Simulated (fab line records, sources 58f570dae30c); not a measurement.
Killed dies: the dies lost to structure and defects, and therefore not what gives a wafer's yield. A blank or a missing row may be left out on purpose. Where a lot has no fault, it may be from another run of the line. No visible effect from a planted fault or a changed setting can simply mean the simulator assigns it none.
Which of the tools did it? | flow berkeley_cmos170 | 13 lots with 39 wafers sampled at 4 steps, on a route of 331 steps

WHAT THE GAUGES SHOWED, per wafer
UCB170_ACTIVE_THK_MEAS_03.
lot  | measured    | on            | ACTIVE_OXIDE_THK (nm)
L807 | day 4 11:43 | film_metro-03 | 26.1 26.3 26.1
L808 | day 5 03:02 | film_metro-04 | 26.6 26.4 26.6
L810 | day 5 03:02 | film_metro-02 | 26.3 26.4 26.3
L811 | day 5 13:20 | film_metro-02 | 25.8 25.5 26.3
L812 | day 5 13:20 | film_metro-03 | 26.2 25.7 25.6
L813 | day 5 22:16 | film_metro-03 | 25.4 25.9 25.7
L815 | day 6 06:38 | film_metro-03 | 26.5 26.6 26.5
L816 | day 6 12:05 | film_metro-03 | 25.8 25.7 25.8
L820 | day 7 08:57 | film_metro-03 | 25.5 26.2 26.3
L821 | day 7 08:57 | film_metro-02 | 26.8 26.4 26.5
L824 | day 8 07:16 | film_metro-03 | 26.0 26.3 26.4
L828 | day 8 20:54 | film_metro-04 | 26.1 25.7 26.2
L830 | day 9 16:46 | film_metro-03 | 26.1 26.7 26.5

UCB170_M2_CD_MEAS_15: the cd target is 700 nm.
lot  | measured     | on        | cd_nm (nm)
L807 | day 8 13:32  | cd_sem-01 | 700.9 701.7 701.9
L808 | day 9 12:59  | cd_sem-02 | 700.5 701.1 699.1
L810 | day 9 11:05  | cd_sem-02 | 699.6 699.8 698.7
L811 | day 10 01:19 | cd_sem-02 | 699.0 698.4 699.5
L812 | day 10 05:28 | cd_sem-02 | 703.5 703.4 702.0
L813 | day 10 05:32 | cd_sem-02 | 701.1 700.7 699.3
L815 | day 10 22:52 | cd_sem-01 | 699.1 700.7 700.8
L816 | day 11 00:46 | cd_sem-02 | 698.1 698.8 698.8
L820 | day 12 01:32 | cd_sem-01 | 702.3 701.6 702.3
L821 | day 12 01:40 | cd_sem-02 | 698.4 699.9 700.0
L824 | day 12 22:08 | cd_sem-02 | 699.0 699.5 699.8
L828 | day 13 06:17 | cd_sem-02 | 699.8 700.0 699.9
L830 | day 13 22:36 | cd_sem-01 | 699.9 699.5 699.8

WHAT TOOL EACH LOT RAN ON (gives the tool, then ch and the chambers of the sampled wafers, and finally the start)
lot  | UCB170_PFIELD_EXPOSE_03           | UCB170_M2_STRIP_07
L807 | krf_scanner-02 ch 0, day 4 21:20  | plasma_asher-01 ch 0,1, day 8 11:56
L808 | krf_scanner-02 ch 0, day 5 15:34  | plasma_asher-03 ch 0,1, day 9 11:52
L810 | krf_scanner-01 ch 0, day 5 15:20  | plasma_asher-01 ch 0,1, day 9 09:50
L811 | krf_scanner-01 ch 0, day 6 02:14  | plasma_asher-02 ch 0,1, day 10 00:02
L812 | krf_scanner-02 ch 0, day 6 02:34  | plasma_asher-02 ch 0,1, day 10 00:50
L813 | krf_scanner-01 ch 0, day 6 09:25  | plasma_asher-01 ch 0,1, day 10 00:41
L815 | krf_scanner-02 ch 0, day 6 17:16  | plasma_asher-03 ch 0,1, day 10 19:25
L816 | krf_scanner-02 ch 0, day 7 00:44  | plasma_asher-02 ch 0,1, day 10 23:17
L820 | krf_scanner-01 ch 0, day 7 21:17  | plasma_asher-02 ch 0,1, day 11 23:21
L821 | krf_scanner-02 ch 0, day 7 21:32  | plasma_asher-01 ch 0, day 11 23:44
L824 | krf_scanner-02 ch 0, day 8 19:23  | plasma_asher-01 ch 0,1, day 12 20:16
L828 | krf_scanner-01 ch 0, day 9 12:19  | plasma_asher-02 ch 0,1, day 13 04:59
L830 | krf_scanner-01 ch 0, day 10 03:29 | plasma_asher-01 ch 0,1, day 13 21:05
- UCB170_PFIELD_EXPOSE_03: exposes mask PFIELD, target cd 1500 nm.
- UCB170_M2_STRIP_07: strips in O2.

AS READ BY THE TOOLS THEMSELVES (means over the sampled wafers that have a number; for cases with no such wafer, the mark the record gives instead)
UCB170_M2_STRIP_07.
lot  | tool            | drypump_motor_current_A (A) | oes_product_au (a.u.) | strip_time_to_endpoint_s (s)
L807 | plasma_asher-01 | 5.4                         | 0.735                 | 21.97
L808 | plasma_asher-03 | 5.6                         | 0.734                 | 22.03
L810 | plasma_asher-01 | 5.4                         | 0.736                 | 22.07
L811 | plasma_asher-02 | 6.4                         | 0.736                 | 22.07
L812 | plasma_asher-02 | 6.4                         | 0.730                 | 22.03
L813 | plasma_asher-01 | 5.4                         | 0.734                 | 22.07
L815 | plasma_asher-03 | 5.1                         | 0.737                 | 21.94
L816 | plasma_asher-02 | 6.3                         | 0.731                 | 22.00
L820 | plasma_asher-02 | 6.3                         | 0.732                 | 22.08
L821 | plasma_asher-01 | 5.7                         | 0.735                 | 21.89
L824 | plasma_asher-01 | 5.6                         | 0.736                 | 21.91
L828 | plasma_asher-02 | 6.4                         | 0.736                 | 21.99
L830 | plasma_asher-01 | 5.4                         | 0.739                 | 22.05

THE ANSWER, worked out from the rows above alone
Rule: the usual values come from the lots themselves. Put in order of their means at a reading, lots are off if they are a third of the lots or fewer, leave a main group of 4 or more, and stand apart from it by a gap of 3 or more times the standard deviation of the main group's means; of several such gaps the widest counts. A main group whose means are all the same, to the digits that the tables above print for the reading, isn't used. Also off: a lot with no number at a reading for which 4 or more lots have one. Where the step has rows for the other lots, those lots are counted as sound. Order of review: gauges by route order, followed by the tools' own readings, for which a lot's mean as printed above is used. The first step at which some lot is off is used, and at that step the reading that is off furthest; a lot without a number counts as furthest.
None of the lots is off at any reading shown; this tells nothing.

WHAT THE SIMULATOR PUT IN
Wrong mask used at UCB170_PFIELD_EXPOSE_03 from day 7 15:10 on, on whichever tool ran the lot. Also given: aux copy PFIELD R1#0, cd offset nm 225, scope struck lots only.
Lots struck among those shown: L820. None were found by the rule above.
